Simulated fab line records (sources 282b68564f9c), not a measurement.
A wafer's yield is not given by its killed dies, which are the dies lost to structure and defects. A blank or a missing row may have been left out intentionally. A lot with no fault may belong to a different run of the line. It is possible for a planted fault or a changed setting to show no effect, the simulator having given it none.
One fault seen from 2 desks || flow rit cmos || only its own numbers are on each desk; what lay behind them is given at the end

## AT THE TOOL OWNER'S DESK: litho track-02
The tool's own readings at RIT_M1_DEVELOP_08 (develop time 65.5 s): means of the sampled wafers that have a number, for each lot that ran on this tool. A lot is out of limits, marked OUT, if its mean lies more than 4 standard deviations from the usual mean; the brackets give that distance.
Columns: A = developer temp C at RIT_M1_DEVELOP_08, usual 23.01 C; B = resist line temp C at RIT_M1_DEVELOP_08, usual 23.01 C
{"lot": "L646", "first seen here": "day 4 06:00", "A": 23.22, "B": 22.91}
{"lot": "L647", "first seen here": "day 4 13:00", "A": 23.03, "B": 22.91}
{"lot": "L649", "first seen here": "day 4 22:00", "A": 23.02, "B": 22.93}
{"lot": "L650", "first seen here": "day 5 09:00", "A": "25.19 (+20) OUT", "B": 22.97}
{"lot": "L652", "first seen here": "day 5 14:00", "A": "25.39 (+22) OUT", "B": 23.10}
{"lot": "L653", "first seen here": "day 5 19:00", "A": "25.33 (+21) OUT", "B": 23.04}
Finding of this desk: L650, L652, L653 out of limits; the first was L650 at day 5 09:00, on developer temp C at RIT_M1_DEVELOP_08. L646, L647, L649: within limits.

## METROLOGY DESK
Means of the sampled wafers that have a number, per lot and without regard to the tool the lot ran on: this is what the gauges read. A lot is out of limits, marked OUT, if its mean lies more than 4 standard deviations from the usual mean; the brackets give that distance.
Columns: A = PSD_TW at RIT_PSD_TW_MEAS_10, usual 3456; B = cd nm at RIT_M1_CD_MEAS_09, usual 2600.2 nm; C = M1_OVL at RIT_M1_OVL_MEAS_10, usual 0.2 nm
{"lot": "L644", "first seen here": "day 3 10:23", "A": 3417, "B": 2602.2, "C": -0.5}
{"lot": "L645", "first seen here": "day 3 17:25", "A": 3526, "B": 2598.7, "C": 1.5}
{"lot": "L646", "first seen here": "day 4 01:26", "A": 3409, "B": 2603.5, "C": 1.0}
{"lot": "L647", "first seen here": "day 4 08:23", "A": 3516, "B": 2603.6, "C": -0.5}
{"lot": "L648", "first seen here": "day 4 13:32", "A": 3416, "B": 2600.9, "C": -0.4}
{"lot": "L649", "first seen here": "day 4 16:40", "A": 3519, "B": 2600.5, "C": 0.2}
{"lot": "L650", "first seen here": "day 5 03:40", "A": 3416, "B": 2605.9, "C": 0.1}
{"lot": "L652", "first seen here": "day 5 09:22", "A": 3413, "B": "2609.5 (+4.2) OUT", "C": 0.1}
{"lot": "L653", "first seen here": "day 5 14:22", "A": 3435, "B": 2604.8, "C": -0.1}
{"lot": "L655", "first seen here": "day 5 19:37", "A": 3410, "B": 2598.4, "C": 1.4}
{"lot": "L658", "first seen here": "day 6 08:20", "A": 3434, "B": 2599.1, "C": -2.1}
{"lot": "L659", "first seen here": "day 6 15:56", "A": 3509, "B": 2598.6, "C": 0.3}
{"lot": "L661", "first seen here": "day 7 02:04", "A": 3447, "B": 2601.8, "C": -0.2}
{"lot": "L662", "first seen here": "day 7 04:46", "A": 3505, "B": 2603.5, "C": 0.4}
{"lot": "L665", "first seen here": "day 8 00:23", "A": 3421, "B": 2602.1, "C": 0.0}
Finding of this desk: L652 out of limits; the first was L652 at day 5 14:41, on cd nm at RIT_M1_CD_MEAS_09. L644, L645, L646, L647, L648, L649, L650, L653, L655, L658, L659, L661, L662, L665: within limits.

## PUT TOGETHER
The tool owner's desk had the chance to raise an alarm at day 5 09:00 on L650, L652, L653.
At day 5 14:41 the metrology desk could have sounded an alarm, on L652.
The metrology desk holds a record of L650, L653, inside its limits.
RIT_M1_DEVELOP_08 was run on litho track-02 by each of the lots named.

## WHAT THE SIMULATOR PUT IN
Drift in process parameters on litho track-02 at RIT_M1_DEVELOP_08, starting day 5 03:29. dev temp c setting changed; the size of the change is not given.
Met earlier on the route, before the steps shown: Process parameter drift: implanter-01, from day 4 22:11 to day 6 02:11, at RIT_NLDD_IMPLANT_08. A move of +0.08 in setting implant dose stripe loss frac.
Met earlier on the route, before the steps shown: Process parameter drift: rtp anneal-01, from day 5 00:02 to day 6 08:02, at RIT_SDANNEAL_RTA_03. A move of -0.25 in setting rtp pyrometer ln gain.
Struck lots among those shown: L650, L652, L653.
Counting hours from when the fault started, the first reading out of limits came at 6 for the tool owner's desk and at 11 for the metrology desk.
